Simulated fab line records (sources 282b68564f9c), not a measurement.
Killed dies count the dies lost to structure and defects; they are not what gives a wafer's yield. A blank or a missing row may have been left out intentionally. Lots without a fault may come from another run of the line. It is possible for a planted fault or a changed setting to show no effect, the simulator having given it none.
One fault seen from 2 desks	flow ritCmos	each desk has only its own numbers; what lay behind them comes last

THE TOOL OWNER'S DESK: implanter-04
RIT_PSD_IMPLANT_08, tool's own readings: per-lot mean of the sampled wafers with a number, covering each lot this tool ran. If a lot's mean is further than 4 standard deviations from the usual mean, the lot is out of limits and carries the mark OUT (the distance appears in the brackets).
Columns: A = beamOnS at RIT_PSD_IMPLANT_08, usual 11.3 s; B = doseIonsCm2 at RIT_PSD_IMPLANT_08, usual 4.999e+15; C = endStationPressureTorr at RIT_PSD_IMPLANT_08, usual 1.61e-05 Torr; D = faradayCurrentUA at RIT_PSD_IMPLANT_08, usual 13695
lot	first seen here	A	B	C	D
L452	day 3 12:18	10.0	4.991e+15	1.74e-05	15140
L459	day 5 03:04	10.0	5.004e+15	1.71e-05	15155
L461	day 5 12:07	10.0	4.999e+15	1.72e-05	15164
L462	day 5 19:20	10.0	4.996e+15	1.72e-05	15226
L465	day 6 05:48	9.9	5.001e+15	1.88e-05	15280
L466	day 6 11:04	10.0	1.794e+15 (-99 or more) OUT	9.63e-06	5609 (-5.4) OUT
L467	day 6 15:26	9.9	1.798e+15 (-99 or more) OUT	9.83e-06	5655 (-5.4) OUT
L468	day 7 01:01	9.8	1.802e+15 (-99 or more) OUT	9.63e-06	5704 (-5.3) OUT
This desk's finding: out of limits on L466, L467, L468; first on L466, day 6 11:04 (doseIonsCm2 at RIT_PSD_IMPLANT_08). Within limits: L452, L459, L461, L462, L465.

METROLOGY DESK
Means of the sampled wafers that have a number, per lot and without regard to the tool the lot ran on: this is what the gauges read. If a lot's mean is further than 4 standard deviations from the usual mean, the lot is out of limits and carries the mark OUT (the distance appears in the brackets).
Columns: A = PSD_TW at RIT_PSD_TW_MEAS_10, usual 3434; B = PSD_RS at RIT_SDANNEAL_RS_MEAS_04, usual 115.93 ohm/sq
lot	first seen here	A	B
L450	day 3 04:37	3464	115.65
L452	day 3 12:38	3439	115.61
L453	day 3 16:54	3466	115.93
L458	day 4 21:11	3414	115.95
L459	day 5 03:23	3443	115.81
L460	day 5 05:17	3414	116.39
L461	day 5 12:27	3453	115.69
L462	day 5 19:40	3446	116.16
L463	day 5 21:35	3456	115.93
L465	day 6 06:07	3461	115.99
L466	day 6 11:23	2997 (-19) OUT	130.95 (+58) OUT
L467	day 6 15:46	2982 (-20) OUT	130.74 (+57) OUT
L468	day 7 01:19	2978 (-20) OUT	131.05 (+58) OUT
L469	day 7 09:10	3403	116.17
L473	day 8 12:43	3416	116.09
This desk reports L466, L467, L468 out of limits; the earliest was L466 at day 6 11:23 (PSD_TW at RIT_PSD_TW_MEAS_10). Within limits: L450, L452, L453, L458, L459, L460, L461, L462, L463, L465, L469, L473.

TAKEN TOGETHER
An alarm could have come from the tool owner's desk at day 6 11:04, on L466, L467, L468.
An alarm was possible from the metrology desk at day 6 11:23, on L466, L467, L468.
On implanter-04, each named lot ran RIT_PSD_IMPLANT_08.

WHAT THE SIMULATOR HAD PUT IN
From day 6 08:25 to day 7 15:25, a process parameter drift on implanter-04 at RIT_PSD_IMPLANT_08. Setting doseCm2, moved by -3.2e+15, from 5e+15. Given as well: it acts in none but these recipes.
Shown lots that were struck: L466, L467, L468.
Hours from the fault's start to each desk's first reading out of limits: the tool owner's desk, 3; the metrology desk, 3.
